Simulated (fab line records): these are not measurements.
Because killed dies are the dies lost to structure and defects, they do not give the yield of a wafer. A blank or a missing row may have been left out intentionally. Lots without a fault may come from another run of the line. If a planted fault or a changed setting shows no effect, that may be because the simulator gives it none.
fab line records    flow rit_cmos
record lots=15  wafers=45  last_day=8
route steps=202 shown CONTACT@169 M1@198
lots that met no fault: from a run of the same line without faults
start_h: start of the lot's first displayed wafer, in hours after the record's first day    wait_h: hours since the lot's step before    " identical to the entry in the row above    L1.1+2: a single row standing in for several wafers    - either no value or no given start    * or withheld: withheld    < > ~ a bound
route shown NAME@n: NAME is a module with steps in the file, n the number in the route of the first one    usual: mean/standard deviation of fault-free wafers    same: alike in all rows    chamber/n: place in a boat    sites: the reading at each site    _std_site: standard deviation of those values    _edge_site: the outer-site mean with the inner-site mean subtracted    radius_mm: for every site, how far away it sits from the centre of the wafer    mask NAME#n: copy n    behind: the tool/chamber that last shaped the wafer    hold: what put the lot on hold/how long, in hours/how the hold closed    device: transistor that didn't switch, given as n, p or np    end of line: the route-end tests of the same wafers    for a step that has no rows: nothing shown but its recipe    killed: the dies lost at the first sort to structure and to defects; this is not the yield of the wafer    map: the dies of a wafer, with x for killed, . for not killed, _ for no die there
set.NAME: the setting as run; set.NAME@STEP: as run at that earlier step    model.NAME: the simulator's own value behind a step, which no gauge read
route steps across a sampled set of lots; one table per step, one row per wafer
services: from which hour (start_h, from the record's first day; less than 0 if before it) a tool's chamber was out of use, for how many hours, and why
## steps
# step RIT_CONTACT_THK_MEAS_01
# recipe reads=SiO2_of_CONTACT_CVD_00
# usual CONTACT_TEOS_THK=401/4.7
lot.wafer  tool           chamber  start_h  wait_h  CONTACT_TEOS_THK[nm]
L741.1     film_metro-03  -        57.13    0.0     398
L741.3     "              -        "        "       401
L741.5     "              -        "        "       402
L742.2     film_metro-03  -        66.80    0.0     401
L742.3     "              -        "        "       397
L742.6     "              -        "        "       405
L743.4     film_metro-03  -        72.91    0.0     410
L743.5     "              -        "        "       407
L743.6     "              -        "        "       400
L744.2     film_metro-02  -        79.09    0.0     401
L744.5     "              -        "        "       402
L744.6     "              -        "        "       408
L745.2     film_metro-04  -        82.09    0.0     398
L745.4     "              -        "        "       405
L745.6     "              -        "        "       399
L746.3     film_metro-03  -        86.76    0.0     393
L746.4     "              -        "        "       403
L746.6     "              -        "        "       398
L747.1     film_metro-02  -        91.90    0.0     391
L747.2     "              -        "        "       393
L747.3     "              -        "        "       392
L749.2     film_metro-03  -        104.49   0.0     398
L749.3     "              -        "        "       407
L749.5     "              -        "        "       405
L750.2     film_metro-03  -        110.97   0.0     398
L750.4     "              -        "        "       401
L750.5     "              -        "        "       403
L753.1     film_metro-03  -        122.61   0.0     401
L753.3     "              -        "        "       400
L753.5     "              -        "        "       406
L755.2     film_metro-04  -        137.29   0.0     398
L755.4     "              -        "        "       394
L755.5     "              -        "        "       404
L757.2     film_metro-02  -        159.22   0.0     400
L757.3     "              -        "        "       405
L757.5     "              -        "        "       410
L759.2     film_metro-03  -        163.30   0.0     400
L759.4     "              -        "        "       402
L759.5     "              -        "        "       402
L761.1     film_metro-03  -        175.34   0.0     401
L761.3     "              -        "        "       403
L761.4     "              -        "        "       412
L763.3     film_metro-02  -        188.19   0.0     403
L763.4     "              -        "        "       408
L763.5     "              -        "        "       408
# step RIT_CONTACT_CD_MEAS_08
# recipe target_cd_nm=1000
# usual cd_nm=998.9/2.6
lot.wafer  tool       chamber  start_h  wait_h  cd_nm
L741.1     cd_sem-01  -        58.16    -       999.8
L741.3     "          -        "        "       999.6
L741.5     "          -        "        "       1000.8
L742.2     cd_sem-02  -        67.96    -       995.2
L742.3     "          -        "        "       997.0
L742.6     "          -        "        "       996.3
L743.4     cd_sem-01  -        74.09    -       998.5
L743.5     "          -        "        "       998.1
L743.6     "          -        "        "       999.9
L744.2     cd_sem-02  -        80.12    -       999.3
L744.5     "          -        "        "       996.4
L744.6     "          -        "        "       998.1
L745.2     cd_sem-01  -        83.28    -       1003.9
L745.4     "          -        "        "       1000.6
L745.6     "          -        "        "       1001.7
L746.3     cd_sem-02  -        87.93    -       993.2
L746.4     "          -        "        "       993.5
L746.6     "          -        "        "       996.4
L747.1     cd_sem-02  -        93.05    -       997.5
L747.2     "          -        "        "       993.5
L747.3     "          -        "        "       996.2
L749.2     cd_sem-02  -        105.53   -       997.3
L749.3     "          -        "        "       996.7
L749.5     "          -        "        "       996.6
L750.2     cd_sem-02  -        112.13   -       998.4
L750.4     "          -        "        "       998.5
L750.5     "          -        "        "       999.0
L753.1     cd_sem-02  -        123.76   -       995.7
L753.3     "          -        "        "       998.1
L753.5     "          -        "        "       996.5
L755.2     cd_sem-02  -        138.45   -       1000.6
L755.4     "          -        "        "       1000.1
L755.5     "          -        "        "       1000.9
L757.2     cd_sem-01  -        160.44   -       999.3
L757.3     "          -        "        "       998.6
L757.5     "          -        "        "       999.7
L759.2     cd_sem-02  -        164.39   -       998.5
L759.4     "          -        "        "       999.4
L759.5     "          -        "        "       998.5
L761.1     cd_sem-01  -        176.37   -       1001.5
L761.3     "          -        "        "       999.7
L761.4     "          -        "        "       1003.3
L763.3     cd_sem-02  -        189.36   -       998.7
L763.4     "          -        "        "       1001.1
L763.5     "          -        "        "       999.4
# step RIT_M1_STRIP_14
# recipe chemistry=O2  time_s=180  platen_temp_c=withheld  power_w=500  pressure_mtorr=4000  o2_flow_sccm=4000
# usual drypump_motor_current_A=5.7/0.52  run_length_s=208.32/0.27
lot.wafer  tool             chamber  start_h  wait_h  drypump_motor_current_A  rf_hours_counter_h  run_length_s
L741.1     plasma_asher-03  0        61.44    0.0     6.2                      27                  207.87
L741.3     "                1        "        "       5.0                      -                   208.28
L741.5     "                0        "        "       6.3                      -                   208.53
L742.2     plasma_asher-01  0        71.36    0.0     5.4                      43                  208.53
L742.3     "                0        "        "       5.4                      -                   208.29
L742.6     "                0        "        "       5.4                      -                   208.17
L743.4     plasma_asher-03  0        77.46    0.1     6.2                      -                   208.18
L743.5     "                0        "        "       6.3                      -                   208.06
L743.6     "                1        "        "       5.0                      -                   208.45
L744.2     plasma_asher-02  0        83.47    0.0     6.6                      45                  208.55
L744.5     "                1        "        "       5.5                      -                   207.95
L744.6     "                0        "        "       6.6                      -                   208.83
L745.2     plasma_asher-03  1        86.66    0.0     5.0                      30                  208.60
L745.4     "                0        "        "       6.2                      -                   208.09
L745.6     "                1        "        "       5.0                      -                   208.61
L746.3     plasma_asher-01  0        91.60    0.1     5.4                      -                   208.21
L746.4     "                1        "        "       5.9                      -                   208.59
L746.6     "                1        "        "       5.9                      -                   208.20
L747.1     plasma_asher-03  1        96.32    0.0     5.0                      30                  208.26
L747.2     "                0        "        "       6.2                      30                  208.08
L747.3     "                1        "        "       5.0                      -                   208.53
L749.2     plasma_asher-03  0        109.06   0.0     6.3                      32                  208.11
L749.3     "                0        "        "       6.3                      -                   208.19
L749.5     "                0        "        "       6.3                      -                   208.66
L750.2     plasma_asher-02  1        115.68   0.1     5.5                      48                  208.11
L750.4     "                0        "        "       6.6                      -                   208.44
L750.5     "                1        "        "       5.4                      -                   207.91
L753.1     plasma_asher-01  0        127.01   0.0     5.4                      1                   208.31
L753.3     "                1        "        "       6.0                      -                   207.99
L753.5     "                1        "        "       6.0                      -                   208.62
L755.2     plasma_asher-02  0        141.80   0.0     6.6                      50                  209.02
L755.4     "                1        "        "       5.5                      -                   208.10
L755.5     "                1        "        "       5.5                      -                   207.97
L757.2     plasma_asher-01  0        164.14   0.0     5.4                      4                   258.20
L757.3     "                0        "        "       5.4                      -                   258.16
L757.5     "                0        "        "       5.4                      -                   258.11
L759.2     plasma_asher-01  0        167.82   0.0     5.4                      5                   257.93
L759.4     "                1        "        "       5.9                      -                   257.84
L759.5     "                0        "        "       5.4                      -                   258.38
L761.1     plasma_asher-01  0        179.95   0.0     5.4                      6                   257.99
L761.3     "                0        "        "       5.4                      -                   257.94
L761.4     "                1        "        "       5.9                      -                   257.95
L763.3     plasma_asher-03  1        192.97   0.1     5.0                      -                   208.13
L763.4     "                0        "        "       6.3                      -                   207.98
L763.5     "                0        "        "       6.3                      -                   208.11
# step RIT_M1_BOW_MEAS_16
# recipe mode=bow
# usual M1_BOW=18/7.4
lot.wafer  tool           chamber  start_h  wait_h  M1_BOW[um]
L741.1     film_metro-02  -        63.23    0.0     24
L741.3     "              -        "        "       12
L741.5     "              -        "        "       16
L742.2     film_metro-02  -        73.18    0.0     14
L742.3     "              -        "        "       27
L742.6     "              -        "        "       15
L743.4     film_metro-03  -        79.26    0.1     8
L743.5     "              -        "        "       7
L743.6     "              -        "        "       17
L744.2     film_metro-03  -        85.29    0.0     25
L744.5     "              -        "        "       22
L744.6     "              -        "        "       22
L745.2     film_metro-01  -        88.47    0.0     12
L745.4     "              -        "        "       16
L745.6     "              -        "        "       21
L746.3     film_metro-01  -        93.38    0.0     21
L746.4     "              -        "        "       14
L746.6     "              -        "        "       23
L747.1     film_metro-02  -        98.12    0.0     7
L747.2     "              -        "        "       18
L747.3     "              -        "        "       23
L749.2     film_metro-02  -        110.87   0.0     4
L749.3     "              -        "        "       11
L749.5     "              -        "        "       24
L750.2     film_metro-03  -        117.49   0.0     8
L750.4     "              -        "        "       22
L750.5     "              -        "        "       28
L753.1     film_metro-02  -        128.80   0.0     18
L753.3     "              -        "        "       23
L753.5     "              -        "        "       26
L755.2     film_metro-03  -        143.61   0.0     23
L755.4     "              -        "        "       24
L755.5     "              -        "        "       19
L757.2     film_metro-02  -        166.70   0.0     18
L757.3     "              -        "        "       14
L757.5     "              -        "        "       15
L759.2     film_metro-02  -        169.64   0.0     16
L759.4     "              -        "        "       3
L759.5     "              -        "        "       12
L761.1     film_metro-02  -        181.79   0.0     13
L761.3     "              -        "        "       24
L761.4     "              -        "        "       20
L763.3     film_metro-03  -        195.72   0.0     14
L763.4     "              -        "        "       8
L763.5     "              -        "        "       13
# step RIT_M1_PROBE_99
# usual defect_limited_yield=97.2/1.2  killed_at_front_end=7/3.1  killed_dies=7/3.1  killed_open=3.3/1.9  killed_short=3.9/2.1  sort_bin_3_pad_short=0.2/0.28  sort_bin_5_function=1.6/0.85  sort_bin_6_memory=1.0/0.59  sort_n_pass=257/3.1  sort_yield_pct=97.2/1.2
# same gross_dies=264  killed_at_M0_to_M3=0  killed_at_M4_up=0  killed_at_back_side=0  killed_at_contacts=0  killed_at_other=0
lot.wafer  tool       chamber  start_h  wait_h  defect_limited_yield[%]  killed_at_front_end  killed_dies  killed_open  killed_short  sort_bin_3_pad_short[%]  sort_bin_5_function[%]  sort_bin_6_memory[%]  sort_n_pass  sort_yield_pct[%]
L741.1     prober-02  -        63.35    0.1     94.7                     14                   14           2            12            0.4                      3.8                     1.1                   250          94.7
L741.3     prober-02  -        63.45    0.2     98.5                     4                    4            1            3             0                        1.1                     0.4                   260          98.5
L741.5     prober-02  -        63.55    0.2     97.3                     7                    7            2            4             0                        1.1                     1.5                   257          97.3
L742.2     prober-01  -        73.33    0.1     98.1                     5                    5            2            3             0                        1.1                     0.8                   259          98.1
L742.3     prober-01  -        73.38    0.2     98.1                     5                    5            2            3             0                        0.4                     1.5                   259          98.1
L742.6     prober-01  -        73.53    0.2     95.5                     12                   12           7            5             0.4                      2.3                     1.9                   252          95.5
L743.4     prober-02  -        79.47    0.2     97.3                     7                    7            4            3             0                        1.9                     0.8                   257          97.3
L743.5     prober-02  -        79.52    0.2     96.6                     9                    9            6            3             0                        1.5                     1.9                   255          96.6
L743.6     prober-02  -        79.57    0.2     98.5                     4                    4            2            2             0                        0.8                     0.8                   260          98.5
L744.2     prober-01  -        85.44    0.1     96.2                     10                   10           4            6             0                        2.3                     1.5                   254          96.2
L744.5     prober-01  -        85.59    0.2     98.9                     3                    3            2            1             0                        0.8                     0.4                   261          98.9
L744.6     prober-01  -        85.64    0.2     97.7                     6                    6            4            2             0                        1.5                     0.8                   258          97.7
L745.2     prober-02  -        88.62    0.1     97.7                     6                    6            4            2             0                        1.1                     1.1                   258          97.7
L745.4     prober-02  -        88.72    0.2     98.5                     4                    4            2            2             0                        0.8                     0.8                   260          98.5
L745.6     prober-02  -        88.82    0.2     98.5                     4                    4            1            3             0                        1.5                     0                     260          98.5
L746.3     prober-01  -        93.56    0.2     98.5                     4                    4            2            2             0                        0.8                     0.8                   260          98.5
L746.4     prober-01  -        93.61    0.2     97.3                     7                    7            4            3             0                        1.9                     0.8                   257          97.3
L746.6     prober-01  -        93.71    0.2     96.6                     9                    9            5            4             0                        1.9                     1.5                   255          96.6
L747.1     prober-02  -        98.24    0.1     98.5                     4                    4            1            3             0                        1.1                     0.4                   260          98.5
L747.2     prober-02  -        98.29    0.1     98.1                     5                    5            3            2             0.4                      0.8                     0.8                   259          98.1
L747.3     prober-02  -        98.34    0.2     97.7                     6                    6            2            4             0.4                      0.8                     1.1                   258          97.7
L749.2     prober-02  -        111.02   0.1     99.6                     1                    1            0            1             0                        0.4                     0                     263          99.6
L749.3     prober-02  -        111.07   0.2     97.7                     6                    6            1            5             0                        1.5                     0.8                   258          97.7
L749.5     prober-02  -        111.17   0.2     97.0                     8                    8            5            3             0.4                      1.9                     0.8                   256          97.0
L750.2     prober-01  -        117.64   0.1     96.6                     9                    9            2            5             0.4                      3.0                     0                     255          96.6
L750.4     prober-01  -        117.74   0.2     97.3                     7                    7            3            4             0                        2.3                     0.4                   257          97.3
L750.5     prober-01  -        117.79   0.2     98.1                     5                    5            3            2             0                        0.8                     1.1                   259          98.1
L753.1     prober-02  -        128.92   0.1     97.3                     7                    7            4            3             0                        1.1                     1.5                   257          97.3
L753.3     prober-02  -        129.02   0.2     98.9                     3                    3            1            2             0                        0.8                     0.4                   261          98.9
L753.5     prober-02  -        129.12   0.2     97.7                     6                    6            2            4             0                        1.1                     1.1                   258          97.7
L755.2     prober-01  -        143.76   0.1     95.1                     13                   13           8            5             0.4                      3.0                     1.5                   251          95.1
L755.4     prober-01  -        143.86   0.2     96.2                     10                   10           5            5             1.5                      1.5                     0.8                   254          96.2
L755.5     prober-01  -        143.91   0.2     96.2                     10                   10           4            6             0                        3.0                     0.8                   254          96.2
L757.2     prober-01  -        166.85   0.1     97.3                     7                    7            2            4             0.4                      1.1                     1.1                   257          97.3
L757.3     prober-01  -        166.90   0.2     97.0                     8                    8            3            5             0.4                      2.3                     0.4                   256          97.0
L757.5     prober-01  -        167.00   0.2     97.3                     7                    7            5            2             0                        1.9                     0.8                   257          97.3
L759.2     prober-02  -        169.79   0.1     97.3                     7                    7            5            2             0                        1.5                     1.1                   257          97.3
L759.4     prober-02  -        169.89   0.2     93.6                     17                   17           8            9             0                        4.5                     1.9                   247          93.6
L759.5     prober-02  -        169.94   0.2     95.8                     11                   11           5            6             0.8                      1.5                     1.9                   253          95.8
L761.1     prober-02  -        181.91   0.1     96.6                     9                    9            5            4             0                        1.5                     1.9                   255          96.6
L761.3     prober-02  -        182.01   0.2     95.5                     12                   12           6            6             0.8                      2.7                     1.1                   252          95.5
L761.4     prober-02  -        182.06   0.2     98.9                     3                    3            2            1             0                        0.4                     0.8                   261          98.9
L763.3     prober-01  -        195.90   0.2     97.3                     7                    7            5            2             0                        1.5                     1.1                   257          97.3
L763.4     prober-01  -        195.95   0.2     97.0                     8                    8            1            7             0.4                      1.9                     0.8                   256          97.0
L763.5     prober-01  -        196.00   0.2     97.3                     7                    7            5            2             0                        1.5                     1.1                   257          97.3
# killed by level:class
L741.1 REOX:geometric_particle:short=5 FOX2:geometric_particle:short=3 GATE:geometric_particle:short=3 GATE:geometric_particle:open=1 SPACER:geometric_particle:open=1 SPACER:geometric_particle:short=1
L741.3 SPACER:geometric_particle:short=2 GATE:geometric_particle:open=1 REOX:geometric_particle:short=1
L741.5 GATE:geometric_particle:short=2 SPACER:geometric_particle:open=2 FOX2:geometric_particle:short=1 SILICIDE:geometric_particle:short=1 PWELL:coat_microbubble_printed=1
L742.2 SILICIDE:geometric_particle:short=3 GATE:geometric_particle:open=1 SILICIDE:geometric_particle:open=1
L742.3 GATE:geometric_particle:open=2 GATE:geometric_particle:short=1 REOX:geometric_particle:short=1 SILICIDE:geometric_particle:short=1
L742.6 GATE:geometric_particle:open=3 SILICIDE:geometric_particle:open=3 SPACER:geometric_particle:short=2 SILICIDE:geometric_particle:short=2 GATE:geometric_particle:short=1 SPACER:geometric_particle:open=1
L743.4 REOX:geometric_particle:short=2 REOX:geometric_particle:open=2 FOX1:geometric_particle:short=1 GATE:geometric_particle:open=1 SILICIDE:geometric_particle:open=1
L743.5 GATE:geometric_particle:open=3 FOX1:geometric_particle:open=2 FOX1:geometric_particle:short=2 REOX:geometric_particle:open=1 REOX:geometric_particle:short=1
L743.6 GATE:geometric_particle:short=2 FOX1:geometric_particle:open=1 REOX:geometric_particle:open=1
L744.2 GATE:geometric_particle:short=3 FOX1:geometric_particle:open=1 FOX2:geometric_particle:short=1 GATE:geometric_particle:open=1 REOX:geometric_particle:open=1 REOX:geometric_particle:short=1 SPACER:geometric_particle:open=1 SILICIDE:geometric_particle:short=1
L744.5 FOX2:geometric_particle:open=1 GATE:geometric_particle:short=1 SPACER:geometric_particle:open=1
L744.6 FOX1:geometric_particle:short=1 FOX1:geometric_particle:open=1 GATE:geometric_particle:short=1 GATE:geometric_particle:open=1 REOX:geometric_particle:open=1 SILICIDE:geometric_particle:open=1
L745.2 REOX:geometric_particle:open=2 FOX1:geometric_particle:short=1 FOX2:geometric_particle:open=1 GATE:geometric_particle:open=1 SILICIDE:geometric_particle:short=1
L745.4 GATE:geometric_particle:open=2 GATE:geometric_particle:short=1 SPACER:geometric_particle:short=1
L745.6 REOX:geometric_particle:short=2 GATE:geometric_particle:short=1 GATE:geometric_particle:open=1
L746.3 GATE:geometric_particle:short=2 GATE:geometric_particle:open=1 SPACER:geometric_particle:open=1
L746.4 FOX1:geometric_particle:open=2 FOX1:geometric_particle:short=1 GATE:geometric_particle:short=1 GATE:geometric_particle:open=1 SPACER:geometric_particle:open=1 SPACER:geometric_particle:short=1
L746.6 GATE:geometric_particle:open=3 FOX1:geometric_particle:short=1 FOX1:geometric_particle:open=1 GATE:geometric_particle:short=1 SPACER:geometric_particle:open=1 SPACER:geometric_particle:short=1 SILICIDE:geometric_particle:short=1
L747.1 FOX1:geometric_particle:short=1 GATE:geometric_particle:short=1 SPACER:geometric_particle:open=1 SPACER:geometric_particle:short=1
L747.2 GATE:geometric_particle:open=3 SPACER:geometric_particle:short=2
L747.3 SPACER:geometric_particle:short=2 FOX1:geometric_particle:open=1 GATE:geometric_particle:short=1 REOX:geometric_particle:short=1 SPACER:geometric_particle:open=1
L749.2 GATE:geometric_particle:short=1
L749.3 GATE:geometric_particle:short=2 SILICIDE:geometric_particle:short=2 FOX2:geometric_particle:open=1 SPACER:geometric_particle:short=1
L749.5 FOX1:geometric_particle:open=2 GATE:geometric_particle:short=2 ACTIVE:geometric_particle:open=1 GATE:geometric_particle:open=1 REOX:geometric_particle:open=1 SILICIDE:geometric_particle:short=1
L750.2 FOX2:geometric_particle:short=3 NRETRO:coat_microbubble_printed=2 GATE:geometric_particle:short=1 GATE:geometric_particle:open=1 SPACER:geometric_particle:short=1 SILICIDE:geometric_particle:open=1
L750.4 GATE:geometric_particle:open=2 SPACER:geometric_particle:short=2 GATE:geometric_particle:short=1 SILICIDE:geometric_particle:open=1 SILICIDE:geometric_particle:short=1
L750.5 FOX1:geometric_particle:open=1 GATE:geometric_particle:open=1 SPACER:geometric_particle:short=1 SPACER:geometric_particle:open=1 SILICIDE:geometric_particle:short=1
L753.1 GATE:geometric_particle:open=3 GATE:geometric_particle:short=2 SPACER:geometric_particle:open=1 SPACER:geometric_particle:short=1
L753.3 FOX1:geometric_particle:short=2 SPACER:geometric_particle:open=1
L753.5 SILICIDE:geometric_particle:short=2 SILICIDE:geometric_particle:open=2 FOX1:geometric_particle:short=1 REOX:geometric_particle:short=1
L755.2 GATE:geometric_particle:open=4 REOX:geometric_particle:open=2 SILICIDE:geometric_particle:short=2 FOX1:geometric_particle:open=1 FOX1:geometric_particle:short=1 GATE:geometric_particle:short=1 REOX:geometric_particle:short=1 SPACER:geometric_particle:open=1
L755.4 GATE:geometric_particle:short=4 SILICIDE:geometric_particle:open=2 GATE:geometric_particle:open=1 REOX:geometric_particle:open=1 SPACER:geometric_particle:open=1 SPACER:geometric_particle:short=1
L755.5 GATE:geometric_particle:short=4 GATE:geometric_particle:open=2 REOX:geometric_particle:short=2 FOX1:geometric_particle:open=1 SILICIDE:geometric_particle:open=1
L757.2 GATE:geometric_particle:open=2 SPACER:geometric_particle:short=2 FOX1:geometric_particle:short=1 REOX:geometric_particle:short=1 ACTIVE:coat_microbubble_printed=1
L757.3 FOX1:geometric_particle:short=3 FOX1:geometric_particle:open=1 GATE:geometric_particle:short=1 REOX:geometric_particle:open=1 SPACER:geometric_particle:short=1 SILICIDE:geometric_particle:open=1
L757.5 FOX1:geometric_particle:open=2 FOX1:geometric_particle:short=1 FOX2:geometric_particle:open=1 REOX:geometric_particle:open=1 REOX:geometric_particle:short=1 SPACER:geometric_particle:open=1
L759.2 GATE:geometric_particle:open=2 REOX:geometric_particle:open=2 REOX:geometric_particle:short=1 SILICIDE:geometric_particle:short=1 SILICIDE:geometric_particle:open=1
L759.4 REOX:geometric_particle:open=4 GATE:geometric_particle:short=3 REOX:geometric_particle:short=3 FOX1:geometric_particle:short=2 FOX1:geometric_particle:open=1 FOX2:geometric_particle:short=1 GATE:geometric_particle:open=1 SPACER:geometric_particle:open=1
L759.5 GATE:geometric_particle:short=3 REOX:geometric_particle:open=2 FOX1:geometric_particle:open=1 FOX2:geometric_particle:short=1 GATE:geometric_particle:open=1 REOX:geometric_particle:short=1 SPACER:geometric_particle:open=1 SILICIDE:geometric_particle:short=1
L761.1 FOX1:geometric_particle:open=2 REOX:geometric_particle:open=2 REOX:geometric_particle:short=2 FOX1:geometric_particle:short=1 SPACER:geometric_particle:short=1 SILICIDE:geometric_particle:open=1
L761.3 GATE:geometric_particle:short=4 GATE:geometric_particle:open=2 REOX:geometric_particle:short=2 FOX1:geometric_particle:open=1 FOX2:geometric_particle:open=1 REOX:geometric_particle:open=1 SILICIDE:geometric_particle:open=1
L761.4 FOX1:geometric_particle:open=1 GATE:geometric_particle:open=1 GATE:geometric_particle:short=1
L763.3 GATE:geometric_particle:open=4 GATE:geometric_particle:short=2 FOX2:geometric_particle:open=1
L763.4 SPACER:geometric_particle:short=3 GATE:geometric_particle:short=2 REOX:geometric_particle:short=1 SILICIDE:geometric_particle:short=1 SILICIDE:geometric_particle:open=1
L763.5 GATE:geometric_particle:open=4 FOX1:geometric_particle:open=1 GATE:geometric_particle:short=1 SPACER:geometric_particle:short=1
## services
tool             chamber  start_h  hours  kind
plasma_asher-02  -        44.58    1.2    repair
plasma_asher-02  -        92.16    14.6   pm
plasma_asher-01  -        108.75   9.0    pm
plasma_asher-01  0        108.75   9.0    vent_cycle
plasma_asher-01  1        108.75   9.0    vent_cycle
plasma_asher-03  -        112.93   2.7    repair
plasma_asher-01  0        117.75   -      clean
plasma_asher-01  1        117.75   -      clean
plasma_asher-02  -        168.22   6.6    repair
## key
first_sign step=RIT_M1_STRIP_14  reading=run_length_s  direction=up  sigmas=99+  usual=*  struck=*
effect none on later readings
met_at RIT_M1_STRIP_14
struck_lots L757,L759,L761
not_acting_at RIT_CONTACT_THK_MEAS_01,RIT_CONTACT_CD_MEAS_08,RIT_M1_BOW_MEAS_16
onset_between 127.01 164.14
fault kind=process_parameter_drift  tool=plasma_asher-01  chamber=-  onset_h=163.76  steps=RIT_M1_STRIP_14  channel=time_s  offset=*  shape=step  end_h=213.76  acts_in=*  stated=*
